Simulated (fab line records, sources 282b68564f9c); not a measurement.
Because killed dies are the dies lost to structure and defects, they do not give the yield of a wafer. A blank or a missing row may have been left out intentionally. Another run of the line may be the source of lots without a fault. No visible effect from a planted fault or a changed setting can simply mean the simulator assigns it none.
One fault through the eyes of 2 desks / flow ritCmos / numbers are kept per desk, each desk with only its own; the story behind them comes last

== THE METROLOGY DESK ==
What the gauges read for every lot (on any tool): the sampled wafers with a number, averaged. The brackets show how far a lot's mean lies from the usual mean; more than 4 standard deviations puts the lot out of limits, marked OUT.
Columns: A = NLDD_TW at RIT_NLDD_TW_MEAS_10, usual 2498; B = NLDD_RS at RIT_SDANNEAL_RS_MEAS_07, usual 151.6 ohm/sq
lot=L377; first seen here=day 3 00:14; A=2484; B=150.5
lot=L378; first seen here=day 3 05:41; A=2537; B=152.0
lot=L379; first seen here=day 3 13:17; A=2531; B=151.4
lot=L381; first seen here=day 3 22:29; A=2479; B=151.9
lot=L383; first seen here=day 4 04:42; A=2485; B=151.6
lot=L385; first seen here=day 4 11:36; A=2489; B=151.9
lot=L387; first seen here=day 4 21:02; A=2490; B=151.0
lot=L391; first seen here=day 5 15:22; A=2370 (-4.4) OUT; B=187.0 (+67) OUT
lot=L392; first seen here=day 5 21:53; A=2305 (-6.7) OUT; B=185.5 (+64) OUT
lot=L394; first seen here=day 6 08:05; A=2537; B=151.3
lot=L397; first seen here=day 6 22:46; A=2535; B=151.4
lot=L398; first seen here=day 7 01:59; A=2538; B=151.6
lot=L399; first seen here=day 7 07:49; A=2478; B=151.4
lot=L400; first seen here=day 7 12:29; A=2499; B=151.2
Per this desk, out of limits: L391, L392; the first was L391, day 5 15:22 (NLDD_TW at RIT_NLDD_TW_MEAS_10). Within limits: L377, L378, L379, L381, L383, L385, L387, L394, L397, L398, L399, L400.

== TOOL OWNER'S DESK, implanter-02 ==
The tool's own readings at RIT_NLDD_IMPLANT_08: means of the sampled wafers that have a number, for each lot that ran on this tool. The brackets show how far a lot's mean lies from the usual mean; more than 4 standard deviations puts the lot out of limits, marked OUT.
Columns: A = beamEnergyKeV at RIT_NLDD_IMPLANT_08, usual 20.000
lot=L379; first seen here=day 3 12:57; A=19.994
lot=L381; first seen here=day 3 22:09; A=20.001
lot=L383; first seen here=day 4 04:23; A=20.005
lot=L387; first seen here=day 4 20:44; A=19.998
lot=L391; first seen here=day 5 15:02; A=20.001
lot=L392; first seen here=day 5 21:34; A=19.996
This desk found nothing out of limits on any of the 6 lots.

== BROUGHT TOGETHER ==
The metrology desk could have raised an alarm at day 5 15:22, on L391, L392.
The tool owner's desk saw nothing out of limits.
On record at the tool owner's desk: L391, L392, within its limits.
On implanter-02, each named lot ran RIT_NLDD_IMPLANT_08.

== WHAT THE SIMULATOR HAD PUT IN ==
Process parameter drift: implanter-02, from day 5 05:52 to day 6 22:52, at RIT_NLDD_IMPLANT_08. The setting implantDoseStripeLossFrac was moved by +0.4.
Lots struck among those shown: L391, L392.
Per desk, hours elapsed from the start of the fault to the first reading out of limits: for the metrology desk, 10.
